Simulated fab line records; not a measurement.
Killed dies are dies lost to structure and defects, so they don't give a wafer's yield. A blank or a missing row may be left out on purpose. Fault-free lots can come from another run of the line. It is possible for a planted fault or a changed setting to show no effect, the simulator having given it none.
Which tool is to blame? | flow berkeley_cmos170 | 42 wafers sampled from 14 lots at 1 step of a route of 331

== WHAT EACH GAUGE READ, for each wafer ==
UCB170_M2_RS_MEAS_02: measurement is done with a four-point probe. Usual: M2_AL_RS gives 0.0323 ohm/sq (standard deviation 0.00039).
lot  | measured     | on            | M2_AL_RS (ohm/sq)    | flag
L503 | day 7 18:38  | film_metro-02 | 0.0320 0.0321 0.0317 |
L504 | day 7 22:31  | film_metro-02 | 0.0322 0.0325 0.0318 |
L506 | day 8 18:23  | film_metro-03 | 0.0326 0.0322 0.0326 |
L505 | day 8 18:38  | film_metro-02 | 0.0316 0.0319 0.0318 |
L507 | day 9 00:56  | film_metro-02 | 0.0318 0.0318 0.0325 |
L508 | day 9 03:43  | film_metro-03 | 0.0324 0.0321 0.0324 |
L510 | day 10 00:41 | film_metro-03 | 0.0324 0.0321 0.0322 |
L511 | day 10 00:52 | film_metro-04 | 0.0324 0.0331 0.0331 |
L509 | day 10 00:57 | film_metro-02 | 0.0322 0.0317 0.0327 |
L517 | day 11 05:20 | film_metro-02 | 0.0320 0.0318 0.0321 |
L516 | day 11 05:25 | film_metro-04 | 0.0329 0.0324 0.0321 |
L519 | day 11 13:05 | film_metro-04 | 0.0324 0.0325 0.0325 |
L523 | day 12 05:29 | film_metro-02 | 0.0330 0.0325 0.0331 |
L524 | day 12 14:50 | film_metro-04 | 0.0326 0.0321 0.0325 |

== WHAT TOOL EACH LOT RAN ON (gives the tool, then ch and the chambers of the sampled wafers, and finally the start) ==
No process step before these readings appears in the record.

== AS READ BY THE TOOLS THEMSELVES (means over the sampled wafers that have a number; for cases with no such wafer, the mark the record gives instead) ==
The record holds no such reading with a usual standard deviation.

== THE ANSWER, worked out from the rows above alone ==
Rule: lot off if the mean of its wafers having a number is beyond 3 standard deviations from the usual mean. Also off: a lot with no number at a reading for which 4 or more lots have one. Any other lot the step has rows for is counted as sound. Order of review: gauges by route order, followed by the tools' own readings, for which a lot's mean as printed above is used. At the first step where some lot is off, the reading lying furthest off is the one used; lots without a number count as furthest.
None of the lots is off at any reading shown; this tells nothing.

== WHAT HAD BEEN PUT IN BY THE SIMULATOR ==
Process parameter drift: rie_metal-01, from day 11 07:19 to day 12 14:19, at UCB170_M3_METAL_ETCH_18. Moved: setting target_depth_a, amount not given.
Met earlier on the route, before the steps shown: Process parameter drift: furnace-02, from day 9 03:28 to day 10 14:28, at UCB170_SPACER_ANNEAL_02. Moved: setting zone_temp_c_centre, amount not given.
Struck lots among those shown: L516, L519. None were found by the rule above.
